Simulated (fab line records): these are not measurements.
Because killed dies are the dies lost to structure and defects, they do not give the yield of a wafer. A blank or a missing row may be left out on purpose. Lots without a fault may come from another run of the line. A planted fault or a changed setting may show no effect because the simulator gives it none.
Struck lot and sound lot, side by side    flow rit-cmos    15 out of 202 route steps
Sound: wafers L536.1, L536.2, L536.3. Wafers L542.1, L542.4, L542.6 were the ones struck. The cause is given at the end.
Each step with rows lists, per side, the tool, then ch with its chambers, then its first start. Under that, the readings that differ: sound wafers    struck wafers    difference of the means    sigmas: that difference in standard deviations of wafers without a fault.
alike: readings with means less than 2 such deviations apart, plus words and numbers identical on both sides. not compared: withheld readings, readings lacking a value on some wafer, bounds such as >300 that could conceal the same value, and numbers that have no deviation in the record and whose values overlap.
A row with sigmas, a row that says differs or no value, or rows on one side alone: a step with any of these is where the two part. Numbers that have no deviation but don't overlap get no sigmas and don't part them. A reading missing from all wafers of one side parts the sides only when that side holds two or more wafers.

first, 4 steps without rows for these wafers: RIT_NWELL_SOFTBAKE_02 (time 60 s); RIT_NWELL_EXPOSE_03 (exposes mask M2, target cd 43900 nm); RIT_NWELL_PEB_04; RIT_NWELL_DEVELOP_05 (develop time 68 s).
RIT_NWELL_OVL_MEAS_06:
  sound on overlay-02 at day 3 07:57; struck on overlay-01 at day 4 14:35
  alike: NWELL_OVL
then, 2 steps without rows for these wafers: RIT_NWELL_HARDBAKE_07 (time 120 s); RIT_NWELL_IMPLANT_08.
RIT_NWELL_STRIP_09: strips in O2, time 180 s.
  sound on plasma-asher-01 ch 0,1, day 3 08:23; struck on plasma-asher-02 ch 0,1, day 4 15:01
  alike: drypump-motor-current-A
  not compared: rf-hours-counter-h
RIT_NWELL_TW_MEAS_10:
  sound on film-metro-04 at day 3 08:34; struck on film-metro-03 at day 4 15:11
  alike: NWELL_TW
then, 3 steps without rows for these wafers: RIT_PWELL_HMDS_00 (prime time 60 s); RIT_PWELL_COAT_01 (resist thk 1300 nm); RIT_PWELL_SOFTBAKE_02 (time 60 s).
RIT_PWELL_EXPOSE_03: exposes mask M3, target cd 43700 nm.
  sound on iline-stepper-01 ch 0, day 3 09:12; struck on iline-stepper-02 ch 0, day 4 16:02
reading  sound           struck                   difference  sigmas
mask     M3#0 M3#0 M3#0  M3_R1#0 M3_R1#0 M3_R1#0  differs     
  alike: reticle-temp-C
after that, 1 step had no rows for these wafers: RIT_PWELL_PEB_04.
RIT_M1_PROBE_99:
  sound on prober-02 at day 4 21:48; struck on prober-02 at day 6 08:40
reading                                  sound              struck             difference  sigmas
model.etest.well-edge-left.line-ohm-um   182.6 182.6 183.5  187.5 189.8 189.3  +6.0        
model.etest.well-edge-right.line-ohm-um  183.9 181.1 182.3  187.6 188.2 188.4  +5.6        
model.etest.iso-nwell-nwell.bv-v (V)     22.4 22.44 22.65   21.49 21.81 22.13  -0.69       
  alike: killed-at-front-end, killed-dies, killed-open, killed-short

== WHERE THEY PART ==
Only at RIT_PWELL_EXPOSE_03, as far as this record shows. Later steps at which nothing parts them and some readings are alike: RIT_M1_PROBE_99.

WHY: what the simulator had put in
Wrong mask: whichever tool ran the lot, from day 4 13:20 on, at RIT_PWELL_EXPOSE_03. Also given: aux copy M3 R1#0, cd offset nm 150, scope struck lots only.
